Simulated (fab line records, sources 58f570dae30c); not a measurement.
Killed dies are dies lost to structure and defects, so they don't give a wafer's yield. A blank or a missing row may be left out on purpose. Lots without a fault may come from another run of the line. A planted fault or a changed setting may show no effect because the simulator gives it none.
Which tool did it? | flow berkeley_cmos170 | 14 lots, 42 wafers sampled, at 3 steps of a route of 331

WHAT THE GAUGES READ, wafer by wafer
UCB170_V1_CD_MEAS_12: target cd 700 nm.
lot  | measured     | on        | cd_nm (nm)
L938 | day 7 10:41  | cd_sem-02 | 699.7 698.3 699.0
L936 | day 7 11:08  | cd_sem-01 | 697.3 698.0 698.9
L942 | day 8 11:08  | cd_sem-01 | 699.8 700.1 701.5
L941 | day 8 11:31  | cd_sem-01 | 698.9 698.6 698.6
L944 | day 9 06:25  | cd_sem-01 | 696.6 696.9 697.1
L945 | day 10 02:08 | cd_sem-01 | 701.2 699.4 700.1
L947 | day 10 02:16 | cd_sem-02 | 700.4 698.4 699.7
L948 | day 10 02:31 | cd_sem-01 | 699.8 700.2 701.1
L946 | day 10 02:46 | cd_sem-02 | 703.1 702.7 702.7
L949 | day 10 05:10 | cd_sem-02 | 702.5 703.2 703.5
L954 | day 11 06:47 | cd_sem-02 | 701.5 702.0 701.5
L957 | day 11 17:38 | cd_sem-02 | 697.5 699.7 699.4
L959 | day 11 23:00 | cd_sem-02 | 699.2 699.0 700.4
L955 | day 11 23:25 | cd_sem-02 | 701.3 702.0 702.2

UCB170_V1_OVL_MEAS_13.
lot  | measured     | on         | V1_OVL (nm)
L938 | day 7 10:47  | overlay-02 | -2 -4 -7
L936 | day 7 11:16  | overlay-02 | 6 2 0
L942 | day 8 11:15  | overlay-01 | 1 0 -13
L941 | day 8 11:38  | overlay-02 | 0 3 -3
L944 | day 9 06:32  | overlay-02 | 1 -2 12
L945 | day 10 02:15 | overlay-02 | -7 -4 1
L947 | day 10 02:22 | overlay-01 | 3 -5 9
L948 | day 10 02:37 | overlay-02 | 3 2 -4
L946 | day 10 02:53 | overlay-01 | -3 0 -2
L949 | day 10 05:17 | overlay-02 | -13 -14 -11
L954 | day 11 06:53 | overlay-01 | 8 8 9
L957 | day 11 17:47 | overlay-01 | 0 1 -8
L959 | day 11 23:07 | overlay-01 | -2 -5 -5
L955 | day 11 23:32 | overlay-01 | -5 2 7

UCB170_V1_CD_MEAS_90: target cd 700 nm.
lot  | measured     | on        | cd_nm (nm)
L938 | day 7 11:07  | cd_sem-02 | 699.9 698.1 699.3
L936 | day 7 11:35  | cd_sem-01 | 696.9 698.1 699.7
L942 | day 8 11:34  | cd_sem-02 | 699.7 700.1 700.8
L941 | day 8 11:56  | cd_sem-01 | 698.6 698.4 698.2
L944 | day 9 06:50  | cd_sem-01 | 696.6 696.7 697.4
L945 | day 10 02:34 | cd_sem-02 | 700.8 699.4 700.5
L947 | day 10 02:41 | cd_sem-01 | 699.8 698.3 698.2
L948 | day 10 02:57 | cd_sem-01 | 700.2 700.6 702.3
L946 | day 10 03:13 | cd_sem-02 | 703.0 702.6 702.7
L949 | day 10 05:42 | cd_sem-02 | 703.0 703.0 703.8
L954 | day 11 07:13 | cd_sem-02 | 702.7 702.6 701.0
L957 | day 11 18:06 | cd_sem-02 | 698.1 700.1 699.4
L959 | day 11 23:31 | cd_sem-02 | 698.7 698.9 699.7
L955 | day 11 23:52 | cd_sem-01 | 701.4 702.4 701.4

WHICH TOOL RAN EACH LOT (tool, then ch and the chambers of the sampled wafers, then the start)
The record holds no process step before these readings.

WHAT THE TOOLS THEMSELVES READ (means of the sampled wafers that have a number; where no wafer has one, the mark that the record gives instead)
The record holds no such reading with a usual standard deviation.

THE ANSWER, worked out from the rows above alone
Rule: what is usual is taken from the lots themselves. Put in order of their means at a reading, lots are off if they are a third of the lots or fewer, leave a main group of 4 or more, and stand apart from it by a gap of 3 or more times the standard deviation of the main group's means; of several such gaps the widest counts. A main group whose means are all the same, to the digits that the tables above print for the reading, isn't used. A lot without any number at a reading at which 4 lots or more have one is off too. The other lots that the step has rows for count as sound. The gauges are gone through in route order, then the tools' own readings, and for those a lot's mean is taken as printed above. The first step at which some lot is off is used, and at that step the reading that is off furthest; a lot without a number counts as furthest.
No lot is off at any reading shown: from this, nothing can be told.

WHAT THE SIMULATOR HAD PUT IN
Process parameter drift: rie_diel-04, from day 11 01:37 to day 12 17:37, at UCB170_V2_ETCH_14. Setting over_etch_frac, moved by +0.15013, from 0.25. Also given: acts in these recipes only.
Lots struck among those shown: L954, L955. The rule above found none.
